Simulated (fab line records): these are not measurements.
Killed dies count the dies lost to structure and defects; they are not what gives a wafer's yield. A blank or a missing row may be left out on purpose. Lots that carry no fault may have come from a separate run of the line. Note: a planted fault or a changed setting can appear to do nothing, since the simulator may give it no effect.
Comparing a struck lot with a sound one | flow rit cmos | 43 out of 202 route steps
Sound: wafers L974.4, L974.5, L974.6. Struck: wafer L983.5 (L983.2, L983.6, from the same lot, were not struck and are left out); the cause is given at the end.
Order at every step that has rows: each side's tool, ch and its chambers, its first start. Under that, the readings that differ: sound wafers | struck wafers | difference of the means | sigmas: that difference in standard deviations of wafers without a fault.
alike: readings with means less than 2 such deviations apart, plus words and numbers identical on both sides. not compared: withheld readings, readings lacking a value on some wafer, bounds such as >300 that could conceal the same value, and numbers that have no deviation in the record and whose values overlap.
The two part at a step that has a row with sigmas, a row that says differs or no value, or rows on one side only. Non-overlapping numbers with no deviation appear without sigmas and do not part them. A reading that every wafer of one side lacks parts them only if that side has two wafers or more.

first, 1 step without rows for these wafers: RIT_SDANNEAL_RTA_03 (time 5 s).
RIT_SDANNEAL_RS_MEAS_04: a four-point-probe measurement.
  struck on film metro-01, day 6 14:43; sound on film metro-01, day 5 00:01
  reading         | sound                | struck | difference | sigmas
  PSD_RS (ohm/sq) | 116.19 116.30 116.35 | 115.61 | -0.67      | -2
RIT_SDANNEAL_RS_MEAS_05: a four-point-probe measurement.
  struck on film metro-01, day 6 14:50; sound on film metro-01, day 5 00:08
  alike: NSD_RS
RIT_SDANNEAL_RS_MEAS_06: a four-point-probe measurement.
  struck on film metro-01, day 6 14:58; sound on film metro-01, day 5 00:15
  alike: PLDD_RS
RIT_SDANNEAL_RS_MEAS_07: a four-point-probe measurement.
  struck on film metro-01, day 6 15:05; sound on film metro-01, day 5 00:22
  alike: NLDD_RS
then, 1 step without rows for these wafers: RIT_SILICIDE_WET_ETCH_00 (etches SiO2 in BOE, target depth 14 nm, time 15 s).
RIT_SILICIDE_SPUTTER_01: material Ti, target thk 30 nm, time 240 s.
  struck on pvd sputter-03, day 6 15:11; sound on pvd sputter-03, day 5 00:31
  reading                | sound          | struck | difference | sigmas
  throttle valve pct (%) | 29.7 28.4 31.1 | 32.0   | +2.3       | +2
RIT_SILICIDE_RS_MEAS_02: a four-point-probe measurement.
  struck on film metro-02, day 6 15:22; sound on film metro-02, day 5 00:39
  reading                 | sound          | struck | difference | sigmas
  SILICIDE_TI_RS (ohm/sq) | 48.1 47.1 46.9 | 49.5   | +2.1       | +3
RIT_SILICIDE_THK_MEAS_03: measures by xrf.
  struck on film metro-02, day 6 15:28; sound on film metro-02, day 5 00:44
  reading              | sound          | struck | difference | sigmas
  SILICIDE_TI_THK (nm) | 29.4 29.8 30.1 | 28.7   | -1.1       | -3
RIT_SILICIDE_RTA_04: time 10 s, ramp up 5 s, ramp down 5 s.
  sound on rtp anneal-02 ch 0, day 5 00:49; struck on rtp anneal-01 ch 0, day 6 15:32
  alike: wafer_temp_C_max
then, 1 step without rows for these wafers: RIT_SILICIDE_WET_ETCH_05 (etches Ti in SPM, time 120 s).
RIT_SILICIDE_RTA_06: time 10 s, ramp up 5 s, ramp down 10 s.
  sound on rtp anneal-01 ch 0, day 5 00:55; struck on rtp anneal-02 ch 0, day 6 15:38
  alike: wafer_temp_C_max
RIT_CONTACT_CVD_00: deposits SiO2 from TEOS, target thk 400 nm, time 61 s.
  sound on pecvd-02 ch 0,1,2, day 5 00:58; struck on pecvd-02 ch 2, day 6 15:41
  reading                                  | sound             | struck | difference | sigmas
  model.SiO2_of_CONTACT_CVD_00.thk nm (nm) | 394.3 400.3 395.1 | 421.4  | +24.8      |
  alike: heater power w
RIT_CONTACT_THK_MEAS_01:
  struck on film metro-03, day 6 15:46; sound on film metro-04, day 5 01:02
  reading               | sound       | struck | difference | sigmas
  CONTACT_TEOS_THK (nm) | 394 400 395 | 421    | +25        | +5
then, 6 steps without rows for these wafers: RIT_CONTACT_HMDS_02 (prime time 60 s); RIT_CONTACT_COAT_03 (resist thk 1000 nm); RIT_CONTACT_SOFTBAKE_04 (time 60 s); RIT_CONTACT_EXPOSE_05 (exposes mask M11, target cd 1000 nm); RIT_CONTACT_PEB_06; RIT_CONTACT_DEVELOP_07 (develop time 120 s).
RIT_CONTACT_CD_MEAS_08 targets a cd of 1000 nm.
  struck on cd sem-01, day 6 16:55; sound on cd sem-02, day 5 02:14
  alike: cd nm
RIT_CONTACT_OVL_MEAS_09:
  struck on overlay-02, day 6 17:01; sound on overlay-02, day 5 02:19
  alike: CONTACT_OVL
then, 1 step without rows for these wafers: RIT_CONTACT_HARDBAKE_10 (time 60 s).
RIT_CONTACT_ETCH_11: etches SiO2 in CHF3/CF4/Ar, stops on TiSi2, target depth 480 nm, time 320 s.
  sound on rie diel-03 ch 0,1,3, day 5 02:29; struck on rie diel-02 ch 1, day 6 17:12
  reading                             | sound             | struck | difference | sigmas
  throttle valve pct (%)              | 8.67 8.84 8.84    | 9.05   | +0.27      | +3
  model.etch.depth nm (nm)            | 394.3 400.3 395.1 | 421.4  | +24.8      |
  model.CONTACT.feature depth nm (nm) | 394.3 400.3 395.1 | 421.4  | +24.8      |
  alike: O2_flow_sccm, drypump motor current A, oes product au
  not compared: rf hours counter h
RIT_CONTACT_STRIP_12: strips in O2, time 180 s.
  sound on plasma asher-02 ch 0,1, day 5 02:44; struck on plasma asher-02 ch 1, day 6 17:24
  alike: drypump motor current A
  not compared: rf hours counter h
RIT_CONTACT_CD_MEAS_90 targets a cd of 1000 nm.
  struck on cd sem-02, day 6 17:35; sound on cd sem-02, day 5 02:55
  alike: cd nm
then, 2 steps without rows for these wafers: RIT_CONTACT_CLEAN_13 (cleans in SC1, time 600 s); RIT_CONTACT_CLEAN_14 (cleans in SC2, time 600 s).
RIT_M1_SPUTTER_00: material Al, target thk 400 nm, time 500 s.
  struck on pvd sputter-01, day 6 18:02; sound on pvd sputter-04, day 5 03:19
  alike: throttle valve pct
RIT_M1_RS_MEAS_01: a four-point-probe measurement.
  struck on film metro-04, day 6 18:22; sound on film metro-02, day 5 03:40
  alike: M1_AL_RS
RIT_M1_THK_MEAS_02: measures by xrf.
  struck on film metro-04, day 6 18:28; sound on film metro-02, day 5 03:46
  reading        | sound       | struck | difference | sigmas
  M1_AL_THK (nm) | 397 389 393 | 403    | +10        | +2
then, 6 steps without rows for these wafers: RIT_M1_HMDS_03 (prime time 60 s); RIT_M1_COAT_04 (resist thk 1300 nm); RIT_M1_SOFTBAKE_05 (time 60 s); RIT_M1_EXPOSE_06 (exposes mask M12, target cd 2600 nm); RIT_M1_PEB_07; RIT_M1_DEVELOP_08 (develop time 68 s).
RIT_M1_CD_MEAS_09 targets a cd of 2600 nm.
  struck on cd sem-01, day 6 19:28; sound on cd sem-02, day 5 04:53
  alike: cd nm
RIT_M1_OVL_MEAS_10:
  struck on overlay-02, day 6 19:34; sound on overlay-01, day 5 04:58
  alike: M1_OVL
then, 1 step without rows for these wafers: RIT_M1_HARDBAKE_11 (time 120 s).
RIT_M1_METAL_ETCH_12: etches Al in Cl2/BCl3, stops on SiO2, time 165 s, target depth 600 nm.
  sound on rie metal-03 ch 0,1, day 5 05:17; struck on rie metal-01 ch 0, day 6 19:51
  reading                                  | sound             | struck | difference | sigmas
  model.SiO2_of_CONTACT_CVD_00.thk nm (nm) | 356.7 362.5 357.6 | 384.8  | +25.9      |
  alike: drypump motor current A, oes product au, throttle valve pct
  not compared: rf hours counter h
then, 1 step without rows for these wafers: RIT_M1_STRIP_13 (strips in nmp, time 600 s).
RIT_M1_PROBE_99:
  struck on prober-01, day 6 22:18; sound on prober-01, day 6 07:27
  alike: killed at contacts, killed at front end, killed dies, killed open, killed short

WHERE THEY PART
At RIT_SDANNEAL_RS_MEAS_04 first; at RIT_M1_THK_MEAS_02 last (within this record only). Later steps at which nothing parts them and some readings are alike: RIT_M1_CD_MEAS_09, RIT_M1_OVL_MEAS_10, RIT_M1_METAL_ETCH_12, RIT_M1_PROBE_99.

WHY: what had been put in by the simulator
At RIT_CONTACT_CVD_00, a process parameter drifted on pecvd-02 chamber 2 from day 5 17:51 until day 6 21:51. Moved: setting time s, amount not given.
